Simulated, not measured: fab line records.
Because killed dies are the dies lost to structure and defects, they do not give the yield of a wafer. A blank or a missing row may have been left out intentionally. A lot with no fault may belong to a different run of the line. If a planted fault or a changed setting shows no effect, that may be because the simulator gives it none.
Commonality check across tools / flow berkeley cmos170 / Sample size 14 lots and 48 wafers

## WHY IT WAS OPENED
At UCB170_PLDD_TW_MEAS_11 the reading PLDD_TW is flagged on 2 of 14 lots. Fault-free wafers read 1009, with a standard deviation of 7.6.
Rule: flag the lot when none of its wafers has a number, or when each of its wafers that has one lies beyond 4 standard deviations from that mean. The rest of the lots are taken to be sound.

lot=L824; measured=day 7 11:14; on=film metro-01; PLDD_TW, wafer by wafer=1006 1010 1013; flag=
lot=L825; measured=day 7 21:47; on=film metro-02; PLDD_TW, wafer by wafer=1016 1017 1017; flag=
lot=L826; measured=day 7 22:20; on=film metro-02; PLDD_TW, wafer by wafer=1012 1012 1013; flag=
lot=L827; measured=day 7 22:22; on=film metro-01; PLDD_TW, wafer by wafer=1009 1008 1010; flag=
lot=L828; measured=day 8 13:37; on=film metro-04; PLDD_TW, wafer by wafer=1005 1007 1000; flag=
lot=L830; measured=day 8 13:54; on=film metro-02; PLDD_TW, wafer by wafer=1019 1019 1021; flag=
lot=L829; measured=day 8 14:10; on=film metro-04; PLDD_TW, wafer by wafer=1002 1002 1004; flag=
lot=L834; measured=day 9 09:38; on=film metro-04; PLDD_TW, wafer by wafer=994 990 992; flag=
lot=L832; measured=day 9 09:57; on=film metro-02; PLDD_TW, wafer by wafer=1008 1011 1015; flag=
lot=L835; measured=day 9 10:14; on=film metro-02; PLDD_TW, wafer by wafer=1015 1013 1011; flag=
lot=L839; measured=day 10 05:29; on=film metro-01; PLDD_TW, wafer by wafer=1056 1052 1056 1052 1055 1052; flag=FLAGGED
lot=L845; measured=day 11 12:05; on=film metro-04; PLDD_TW, wafer by wafer=998 996 997; flag=
lot=L844; measured=day 11 12:46; on=film metro-02; PLDD_TW, wafer by wafer=1060 1059 1070 1055 1054 1061; flag=FLAGGED
lot=L847; measured=day 12 00:04; on=film metro-02; PLDD_TW, wafer by wafer=1011 1016 1012; flag=
On average the flagged lots' numbers are 1057, which is +48 against the usual, or +6 standard deviations.

## TOOL THAT RAN EACH LOT
The record holds 1 process step before the reading, out of a route of 331 steps. Every cell lists first the tool, next ch and the chambers used by the sampled wafers, and last the start.
lot=L824; flag=; UCB170_PLDD_IMPLANT_08=implanter-01 ch 0, day 7 10:50
lot=L825; flag=; UCB170_PLDD_IMPLANT_08=implanter-04 ch 0, day 7 21:23
lot=L826; flag=; UCB170_PLDD_IMPLANT_08=implanter-01 ch 0, day 7 21:56
lot=L827; flag=; UCB170_PLDD_IMPLANT_08=implanter-03 ch 0, day 7 21:58
lot=L828; flag=; UCB170_PLDD_IMPLANT_08=implanter-01 ch 0, day 8 13:14
lot=L830; flag=; UCB170_PLDD_IMPLANT_08=implanter-03 ch 0, day 8 13:32
lot=L829; flag=; UCB170_PLDD_IMPLANT_08=implanter-01 ch 0, day 8 13:47
lot=L834; flag=; UCB170_PLDD_IMPLANT_08=implanter-01 ch 0, day 9 09:14
lot=L832; flag=; UCB170_PLDD_IMPLANT_08=implanter-03 ch 0, day 9 09:34
lot=L835; flag=; UCB170_PLDD_IMPLANT_08=implanter-04 ch 0, day 9 09:52
lot=L839; flag=FLAGGED; UCB170_PLDD_IMPLANT_08=implanter-01 ch 0, day 10 05:06
lot=L845; flag=; UCB170_PLDD_IMPLANT_08=implanter-03 ch 0, day 11 11:41
lot=L844; flag=FLAGGED; UCB170_PLDD_IMPLANT_08=implanter-01 ch 0, day 11 12:22
lot=L847; flag=; UCB170_PLDD_IMPLANT_08=implanter-04 ch 0, day 11 23:41
What these steps do:
- UCB170_PLDD_IMPLANT_08
- UCB170_PLDD_TW_MEAS_11

## FLAGGED OVER TOTAL, TOOL BY TOOL (the gauges that took the reading come last)
step=UCB170_PLDD_IMPLANT_08; tool=implanter-01; lots run=7; flagged=2; share of the flagged lots=all; sound lots run after its first flagged lot=0
step=UCB170_PLDD_IMPLANT_08; tool=implanter-03; lots run=4; flagged=0; share of the flagged lots=none; sound lots run after its first flagged lot=-
step=UCB170_PLDD_IMPLANT_08; tool=implanter-04; lots run=3; flagged=0; share of the flagged lots=none; sound lots run after its first flagged lot=-
step=UCB170_PLDD_TW_MEAS_11; tool=film metro-01; lots run=3; flagged=1; share of the flagged lots=some; sound lots run after its first flagged lot=0
step=UCB170_PLDD_TW_MEAS_11; tool=film metro-02; lots run=7; flagged=1; share of the flagged lots=some; sound lots run after its first flagged lot=1 (L847)
step=UCB170_PLDD_TW_MEAS_11; tool=film metro-04; lots run=4; flagged=0; share of the flagged lots=none; sound lots run after its first flagged lot=-

## WHAT THE TABLE ALLOWS
All flagged lots share 1 row of the table, namely implanter-01 at UCB170_PLDD_IMPLANT_08.
- implanter-01 at UCB170_PLDD_IMPLANT_08 ran 7 lots, 2 of them flagged. It ran its last sound lot, L834, at day 9 09:14 and its first flagged lot, L839, at day 10 05:06: a fault with its onset between the two fits. Its own readings (beam on s, dose ions cm2, faraday current uA) fall more than 4 standard deviations out on all wafers of the flagged lots.
One tool is left: implanter-01 at UCB170_PLDD_IMPLANT_08.

## WHAT HAD BEEN PUT IN BY THE SIMULATOR
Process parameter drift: implanter-01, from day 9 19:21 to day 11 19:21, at UCB170_PLDD_IMPLANT_08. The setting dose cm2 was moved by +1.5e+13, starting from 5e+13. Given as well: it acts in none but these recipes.
Struck lots among those shown: L839, L844. Same finding as the rule above.
